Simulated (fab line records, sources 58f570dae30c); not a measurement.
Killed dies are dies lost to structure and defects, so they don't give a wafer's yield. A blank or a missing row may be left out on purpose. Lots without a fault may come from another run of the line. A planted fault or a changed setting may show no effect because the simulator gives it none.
Split-lot experiment | flow berkeley_cmos170 | 5 lots, 23 wafers read, on a route of 331 steps

THE SPLIT
At UCB170_PWELL_CVD_05 (deposits Si3N4 from SiH2Cl2/NH3, target thk 220 nm, time 3300 s), the setting time_s was moved away from the recipe's 3300 s on 15 of the 23 wafers read, by -12.5% to +11.2%. The other wafers ran this setting at the recipe's value.

FROM THE SPLIT TO THE READING: what the file shows between them, 4 steps
- UCB170_PWELL_THK_MEAS_06
- UCB170_PWELL_HMDS_07: prime time 60 s
- UCB170_PWELL_COAT_08: resist thk 900 nm
- UCB170_PWELL_DEVELOP_12: develop time 45 s

THE READING
oes_product_au, in a.u., at UCB170_PWELL_ETCH_14 (etches Si3N4 in CH3F/Ar/O2, stops on SiO2, target depth 242 nm, time 151 s). Fault-free wafers of this fab line usually give 0.940 a.u., standard deviation 0.014 a.u..

wafer  | tool, chamber at the split | time_s as run, s | against the recipe | oes_product_au, a.u. | against lot-mates on the recipe
L076.1 | -, -                       | 3670             | +11.2%             | 1.012                | no lot-mate on the recipe
L076.2 | -, -                       | 3670             | +11.2%             | 0.994                | no lot-mate on the recipe
L076.3 | -, -                       | 3670             | +11.2%             | 0.987                | no lot-mate on the recipe
L076.4 | -, -                       | 3670             | +11.2%             | 0.982                | no lot-mate on the recipe
L076.6 | -, -                       | 3670             | +11.2%             | 0.983                | no lot-mate on the recipe
L079.2 | -, -                       | 2886             | -12.5%             | 0.846                | no lot-mate on the recipe
L079.3 | -, -                       | 2886             | -12.5%             | 0.890                | no lot-mate on the recipe
L079.4 | -, -                       | 2886             | -12.5%             | 0.856                | no lot-mate on the recipe
L079.5 | -, -                       | 2886             | -12.5%             | 0.861                | no lot-mate on the recipe
L079.6 | -, -                       | 2886             | -12.5%             | 0.859                | no lot-mate on the recipe
L081.1 | -, -                       | 3300             | recipe             | 0.936                | -
L081.2 | -, -                       | 3300             | recipe             | 0.962                | -
L081.4 | -, -                       | 3300             | recipe             | 0.926                | -
L081.5 | -, -                       | 3300             | recipe             | 0.928                | -
L081.6 | -, -                       | 3300             | recipe             | 0.936                | -
L083.2 | -, -                       | 3524             | +6.8%              | 0.982                | no lot-mate on the recipe
L083.3 | -, -                       | 3524             | +6.8%              | 0.976                | no lot-mate on the recipe
L083.4 | -, -                       | 3524             | +6.8%              | 0.970                | no lot-mate on the recipe
L083.5 | -, -                       | 3524             | +6.8%              | 0.992                | no lot-mate on the recipe
L083.6 | -, -                       | 3524             | +6.8%              | 0.968                | no lot-mate on the recipe
L085.1 | lpcvd-01, 0                | 3300             | recipe             | 0.955                | -
L085.3 | lpcvd-01, 0                | 3300             | recipe             | 0.925                | -
L085.6 | lpcvd-01, 0                | 3300             | recipe             | 0.918                | -

THE FIT
A straight line over all 23 wafers: oes_product_au changes by +0.00558 a.u. for each +1% of time_s; r = +0.96; the points scatter about the line by 0.014 a.u..
Too few moved wafers have a lot-mate on the recipe to fit a line with each lot's own level taken away.

THE WHOLE CHAIN: every reading that the file lists as answering this split, in the file's order
step                     | what it does                                                               | reading                                                                       | change (the file's fit)                   | r (the file's)
UCB170_PWELL_CVD_05      | deposits Si3N4 from SiH2Cl2/NH3, target thk 220 nm, time 3300 s            | Si3N4_of_PWELL_CVD_05.thk_nm (the simulator's own value, which no gauge read) | +2.27 nm for each +1% of the setting      | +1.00
UCB170_PWELL_THK_MEAS_06 |                                                                            | PWELL_NITRIDE_THK                                                             | +2.27 for each +1% of the setting         | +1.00
UCB170_PWELL_ETCH_14     | etches Si3N4 in CH3F/Ar/O2, stops on SiO2, target depth 242 nm, time 151 s | oes_product_au                                                                | +0.00558 a.u. for each +1% of the setting | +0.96
UCB170_PWELL_ETCH_14     | etches Si3N4 in CH3F/Ar/O2, stops on SiO2, target depth 242 nm, time 151 s | etch.depth_nm (the simulator's own value, which no gauge read)                | +2.05 nm for each +1% of the setting      | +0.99

THE FILE'S OWN FIT
oes_product_au changes by +0.00558 a.u. for each +1% of time_s, r = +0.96.
